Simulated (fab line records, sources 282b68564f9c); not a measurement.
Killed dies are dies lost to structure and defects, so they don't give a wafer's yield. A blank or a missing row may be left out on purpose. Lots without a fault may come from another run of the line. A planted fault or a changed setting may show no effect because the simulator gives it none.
A sampling plan put to the test | flow rit_cmos | one fab line, 15 faults that these records tell of, each judged on the records of the lots that it struck
The plan is the line's own looks: the steps of the route at which a gauge or an inspection reads the wafer and doesn't change it. A look can be judged if struck wafers have a number there and the file gives its usual mean and standard deviation on fault-free wafers. Caught: at a look after the fault's first step, the mean of the struck wafers lies 4 or more of those standard deviations (sigma) from the usual mean. On the tool: the same test on the tool's own readings at the fault's steps. Another recipe on the struck wafers, or a record that is blank for them alone, also counts as caught.

THE FAULTS, as the simulator had put them in
1. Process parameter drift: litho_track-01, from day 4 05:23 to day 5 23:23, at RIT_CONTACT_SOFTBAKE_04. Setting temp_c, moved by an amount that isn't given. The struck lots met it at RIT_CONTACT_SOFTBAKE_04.
2. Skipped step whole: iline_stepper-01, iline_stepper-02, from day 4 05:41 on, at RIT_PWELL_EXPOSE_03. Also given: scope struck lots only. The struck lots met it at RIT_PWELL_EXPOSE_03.
3. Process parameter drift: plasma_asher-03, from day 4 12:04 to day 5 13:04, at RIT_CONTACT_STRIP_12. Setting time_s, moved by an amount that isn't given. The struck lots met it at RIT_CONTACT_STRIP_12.
4. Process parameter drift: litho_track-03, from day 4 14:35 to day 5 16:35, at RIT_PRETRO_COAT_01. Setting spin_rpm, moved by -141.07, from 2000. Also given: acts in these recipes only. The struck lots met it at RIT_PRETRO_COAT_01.
5. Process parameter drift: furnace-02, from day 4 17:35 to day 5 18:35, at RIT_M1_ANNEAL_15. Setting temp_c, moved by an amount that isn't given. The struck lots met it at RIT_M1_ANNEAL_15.
6. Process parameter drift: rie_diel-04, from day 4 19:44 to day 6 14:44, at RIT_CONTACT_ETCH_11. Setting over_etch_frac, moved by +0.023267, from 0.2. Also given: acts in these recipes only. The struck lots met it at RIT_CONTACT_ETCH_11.
7. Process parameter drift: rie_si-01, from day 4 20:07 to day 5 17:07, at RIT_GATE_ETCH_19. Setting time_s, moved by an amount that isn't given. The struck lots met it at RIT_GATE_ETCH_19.
8. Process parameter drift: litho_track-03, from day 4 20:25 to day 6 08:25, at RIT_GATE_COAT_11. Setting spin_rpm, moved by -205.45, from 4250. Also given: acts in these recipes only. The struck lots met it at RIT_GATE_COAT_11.
9. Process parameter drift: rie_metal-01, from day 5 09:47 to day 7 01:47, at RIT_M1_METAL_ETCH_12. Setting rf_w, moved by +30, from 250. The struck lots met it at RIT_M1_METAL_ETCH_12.
10. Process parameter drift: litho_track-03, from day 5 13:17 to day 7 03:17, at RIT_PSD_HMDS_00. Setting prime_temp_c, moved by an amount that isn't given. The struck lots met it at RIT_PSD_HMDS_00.
11. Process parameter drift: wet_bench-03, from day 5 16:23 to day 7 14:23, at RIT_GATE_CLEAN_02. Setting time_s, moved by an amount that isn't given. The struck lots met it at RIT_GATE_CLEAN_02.
12. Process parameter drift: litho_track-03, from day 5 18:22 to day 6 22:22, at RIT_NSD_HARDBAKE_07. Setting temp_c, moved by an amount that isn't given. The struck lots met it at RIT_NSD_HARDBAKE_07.
13. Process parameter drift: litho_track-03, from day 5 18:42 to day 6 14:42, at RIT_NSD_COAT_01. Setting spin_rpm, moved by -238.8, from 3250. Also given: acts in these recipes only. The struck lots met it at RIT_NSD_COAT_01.
14. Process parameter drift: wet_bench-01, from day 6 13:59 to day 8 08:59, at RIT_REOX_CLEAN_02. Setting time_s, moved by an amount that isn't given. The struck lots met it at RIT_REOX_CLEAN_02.
15. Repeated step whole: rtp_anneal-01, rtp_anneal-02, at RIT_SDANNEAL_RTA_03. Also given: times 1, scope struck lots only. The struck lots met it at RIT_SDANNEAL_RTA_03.

WHAT THE PLAN SAW
fault | on the tool itself                     | first look that catches it                      | reading, sigma | median hours from its first step to that look | hours from the fault's start to the first struck lot there | judged looks passed uncaught
1     | heater_power_total_W +18 sigma         | no look after it can be judged                  | -              | -                                             | -                                                          | 0
2     | no reading that can be judged          | none of the 2 looks that can be judged after it | -              | -                                             | -                                                          | 2
3     | run_length_s +99 or beyond sigma       | no look after it can be judged                  | -              | -                                             | -                                                          | 0
4     | spin_speed_rpm -99 or beyond sigma     | no look after it can be judged                  | -              | -                                             | -                                                          | 0
5     | tube_center_temp_C -99 or beyond sigma | no look after it can be judged                  | -              | -                                             | -                                                          | 0
6     | under 2 sigma                          | no look after it can be judged                  | -              | -                                             | -                                                          | 0
7     | run_length_s +99 or beyond sigma       | none of the 2 looks that can be judged after it | -              | -                                             | -                                                          | 2
8     | spin_speed_rpm -73 sigma               | no look after it can be judged                  | -              | -                                             | -                                                          | 0
9     | rf_fwd_power_W +35 sigma               | no look after it can be judged                  | -              | -                                             | -                                                          | 0
10    | prime_temp_c +12 sigma                 | not the one look that can be judged after it    | -              | -                                             | -                                                          | 1
11    | run_length_s +7.3 sigma                | no look after it can be judged                  | -              | -                                             | -                                                          | 0
12    | heater_power_total_W -46 sigma         | not the one look that can be judged after it    | -              | -                                             | -                                                          | 1
13    | spin_speed_rpm -99 or beyond sigma     | not the one look that can be judged after it    | -              | -                                             | -                                                          | 1
14    | run_length_s -39 sigma                 | not the one look that can be judged after it    | -              | -                                             | -                                                          | 1
15    | under 2 sigma                          | no look after it can be judged                  | -              | -                                             | -                                                          | 0
A dash: the fault isn't caught, or these records don't give the number.

Caught at a look: 0 of 15. Caught on the tool: 12 of 15. By one or the other: 12 of 15.
Caught on the tool alone: faults 1, 3, 4, 5, 7, 8, 9, 10, 11, 12, 13, 14.
Caught by neither: faults 2, 6, 15.
